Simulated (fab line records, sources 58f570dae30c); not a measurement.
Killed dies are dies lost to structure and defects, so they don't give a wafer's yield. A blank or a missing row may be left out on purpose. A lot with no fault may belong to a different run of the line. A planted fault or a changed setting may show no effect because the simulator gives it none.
Which of the tools did it? -- flow berkeley-cmos170 -- at 1 step of a route of 331, 13 lots with 39 wafers sampled

WHAT THE GAUGES READ, wafer by wafer
Not one reading of a measure or inspect step in the record can be checked against a usual standard deviation.

TOOL THAT RAN EACH LOT (tool first, then ch and the chambers of the sampled wafers, then the start)
lot,UCB170_V1_ETCH_14
L815,"rie-diel-04 ch 0,1, day 9 09:22"
L814,"rie-diel-03 ch 0,1,2, day 9 10:31"
L816,"rie-diel-04 ch 1,2,3, day 9 11:48"
L817,"rie-diel-04 ch 0,1, day 10 03:46"
L819,"rie-diel-04 ch 1,3, day 10 20:20"
L821,"rie-diel-03 ch 0,1,2, day 11 00:32"
L825,"rie-diel-03 ch 0,1,3, day 12 00:44"
L830,"rie-diel-02 ch 0,1,3, day 12 08:24"
L829,"rie-diel-02 ch 1,2, day 12 12:26"
L835,"rie-diel-02 ch 0,1,2, day 13 03:07"
L832,"rie-diel-03 ch 1,2, day 13 04:58"
L834,"rie-diel-02 ch 1,3, day 13 05:12"
L837,"rie-diel-03 ch 2,3, day 14 00:01"
- UCB170_V1_ETCH_14: etches SiO2 in CHF3/CF4/Ar, stops on Al, target depth 1250 nm, time 296.3 s.

WHAT THE TOOLS THEMSELVES READ (means of the sampled wafers that have a number; where no wafer has one, the mark that the record gives instead)
UCB170_V1_ETCH_14.
lot,tool,cf4-flow-sccm (sccm),chamber-pressure-mTorr (mTorr),drypump-motor-current-A (A),oes-product-au (a.u.),throttle-valve-pct (%)
L815,rie-diel-04,15.03,199.85,5.8,0.891,6.86
L814,rie-diel-03,15.02,199.84,5.9,0.866,6.98
L816,rie-diel-04,15.00,199.99,6.1,0.865,6.88
L817,rie-diel-04,14.94,199.96,6.2,0.886,6.87
L819,rie-diel-04,15.01,199.98,6.3,0.878,6.89
L821,rie-diel-03,14.96,200.28,6.0,0.871,6.97
L825,rie-diel-03,15.01,200.14,5.8,0.861,6.94
L830,rie-diel-02,14.99,200.17,5.9,0.883,7.00
L829,rie-diel-02,15.00,200.10,5.7,0.899,6.89
L835,rie-diel-02,15.01,199.98,5.9,0.887,6.95
L832,rie-diel-03,14.97,199.94,5.8,0.872,7.06
L834,rie-diel-02,14.99,200.02,5.8,0.894,7.00
L837,rie-diel-03,15.00,200.04,5.6,0.880,7.04

THE ANSWER, worked out from the rows above alone
Rule: what is usual is taken from the lots themselves. Put in order of their means at a reading, lots are off if they are a third of the lots or fewer, leave a main group of 4 or more, and stand apart from it by a gap of 3 or more times the standard deviation of the main group's means; of several such gaps the widest counts. Not used: any main group whose means are identical at the precision the tables above print for the reading. Also off: a lot with no number at a reading for which 4 or more lots have one. Any other lot the step has rows for is counted as sound. Order of review: gauges by route order, followed by the tools' own readings, for which a lot's mean as printed above is used. The first step at which some lot is off is used, and at that step the reading that is off furthest; a lot without a number counts as furthest.
Nothing can be told from this: no lot is off at any reading shown.

WHAT WAS PUT IN BY THE SIMULATOR
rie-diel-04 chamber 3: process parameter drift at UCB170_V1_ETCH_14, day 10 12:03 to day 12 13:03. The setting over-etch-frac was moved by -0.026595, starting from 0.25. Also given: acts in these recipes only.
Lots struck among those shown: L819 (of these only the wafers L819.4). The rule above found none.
